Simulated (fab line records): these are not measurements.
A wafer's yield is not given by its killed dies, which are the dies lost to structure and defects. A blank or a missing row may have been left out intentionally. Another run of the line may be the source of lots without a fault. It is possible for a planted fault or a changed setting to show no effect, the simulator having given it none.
Which tool is to blame?    flow rit-cmos    45 wafers from 15 lots sampled at 2 of the route's 202 steps

## WHAT THE GAUGES READ, wafer by wafer
RIT_M1_CD_MEAS_90 targets a cd of 2600 nm.
lot   measured     on         cd-nm (nm)
L369  day 3 22:49  cd-sem-01  2599.9 2601.4 2601.7
L371  day 4 01:39  cd-sem-01  2597.0 2600.8 2600.4
L374  day 4 14:11  cd-sem-01  2601.2 2604.4 2602.1
L375  day 4 18:03  cd-sem-02  2596.8 2599.1 2599.5
L376  day 5 05:11  cd-sem-02  2600.4 2595.9 2600.8
L377  day 5 11:26  cd-sem-02  - - -
L379  day 5 17:38  cd-sem-02  - - -
L380  day 6 00:17  cd-sem-02  - - -
L385  day 7 00:58  cd-sem-02  2601.3 2602.8 2600.4
L387  day 7 10:23  cd-sem-02  2602.9 2596.7 2602.2
L388  day 7 11:34  cd-sem-01  2595.6 2600.4 2598.0
L389  day 7 13:38  cd-sem-02  2601.2 2599.2 2601.7
L390  day 7 22:24  cd-sem-01  2601.1 2593.5 2595.9
L391  day 8 03:16  cd-sem-02  2603.2 2602.9 2603.4
L392  day 8 08:29  cd-sem-01  2603.1 2603.0 2604.0

## WHAT TOOL EACH LOT RAN ON (gives the tool, then ch and the chambers of the sampled wafers, and finally the start)
lot   RIT_M1_METAL_ETCH_12
L369  rie-metal-03 ch 0, day 3 22:17
L371  rie-metal-01 ch 0,1, day 4 01:09
L374  rie-metal-01 ch 0, day 4 13:40
L375  rie-metal-03 ch 0, day 4 17:26
L376  rie-metal-02 ch 0,1, day 5 04:38
L377  rie-metal-03 ch 0,1, day 5 10:55
L379  rie-metal-02 ch 0,1, day 5 17:07
L380  rie-metal-01 ch 1, day 5 23:47
L385  rie-metal-02 ch 0,1, day 7 00:26
L387  rie-metal-02 ch 0,1, day 7 09:52
L388  rie-metal-03 ch 0,1, day 7 11:03
L389  rie-metal-01 ch 0,1, day 7 13:08
L390  rie-metal-02 ch 0,1, day 7 21:51
L391  rie-metal-03 ch 0,1, day 8 02:33
L392  rie-metal-01 ch 0,1, day 8 07:57
- RIT_M1_METAL_ETCH_12: etches Al in Cl2/BCl3, stops on SiO2, time 165 s, target depth 600 nm.

## WHAT THE TOOLS THEMSELVES READ (means of the sampled wafers that have a number; where no wafer has one, the mark that the record gives instead)
RIT_M1_METAL_ETCH_12.
lot   tool          bcl3-flow-sccm (sccm)  chamber-pressure-mTorr (mTorr)  drypump-motor-current-A (A)  oes-product-au (a.u.)  throttle-valve-pct (%)
L369  rie-metal-03  49.84                  99.90                           5.3                          0.802                  8.14
L371  rie-metal-01  49.92                  99.94                           5.9                          0.773                  8.26
L374  rie-metal-01  50.17                  100.10                          6.2                          0.762                  8.21
L375  rie-metal-03  49.89                  100.01                          5.4                          0.793                  8.14
L376  rie-metal-02  50.00                  100.01                          6.2                          0.762                  8.24
L377  rie-metal-03  -                      -                               -                            -                      -
L379  rie-metal-02  -                      -                               -                            -                      -
L380  rie-metal-01  -                      -                               -                            -                      -
L385  rie-metal-02  49.84                  100.01                          6.3                          0.772                  8.25
L387  rie-metal-02  49.98                  100.03                          6.1                          0.767                  8.23
L388  rie-metal-03  49.86                  100.02                          5.5                          0.801                  8.15
L389  rie-metal-01  50.00                  100.04                          5.8                          0.777                  8.27
L390  rie-metal-02  49.86                  99.96                           6.1                          0.759                  8.24
L391  rie-metal-03  50.02                  100.04                          5.5                          0.801                  8.16
L392  rie-metal-01  49.90                  99.96                           6.0                          0.770                  8.23

## THE ANSWER, worked out from the rows above alone
Rule: the usual values come from the lots themselves. The widest of any qualifying gaps counts: lots, ordered by their means at a reading, are off when they make up no more than a third of the lots, leave a main group of 4 or more, and stand apart from it by 3 or more times the standard deviation of that group's means. Not used: any main group whose means are identical at the precision the tables above print for the reading. Also off: a lot with no number at a reading for which 4 or more lots have one. Any other lot the step has rows for is counted as sound. The gauges are gone through in route order, then the tools' own readings, and for those a lot's mean is taken as printed above. The first step at which some lot is off is used, and at that step the reading that is off furthest; a lot without a number counts as furthest.
Off: L377, L379, L380 (RIT_M1_CD_MEAS_90, cd-nm). Without a number there: L377, L379, L380. For the main group the mean is 2600.4 nm and the standard deviation 2.
If a tool, at a process step before that reading, ran all the lots that are off and no sound lot after the first of them, it fits. Not tried: the gauges at RIT_M1_CD_MEAS_90; whatever is off there is also off at RIT_M1_METAL_ETCH_12, on other tools, and gauge error can't account for it. None of those tried fits.

## WHAT WAS PUT IN BY THE SIMULATOR
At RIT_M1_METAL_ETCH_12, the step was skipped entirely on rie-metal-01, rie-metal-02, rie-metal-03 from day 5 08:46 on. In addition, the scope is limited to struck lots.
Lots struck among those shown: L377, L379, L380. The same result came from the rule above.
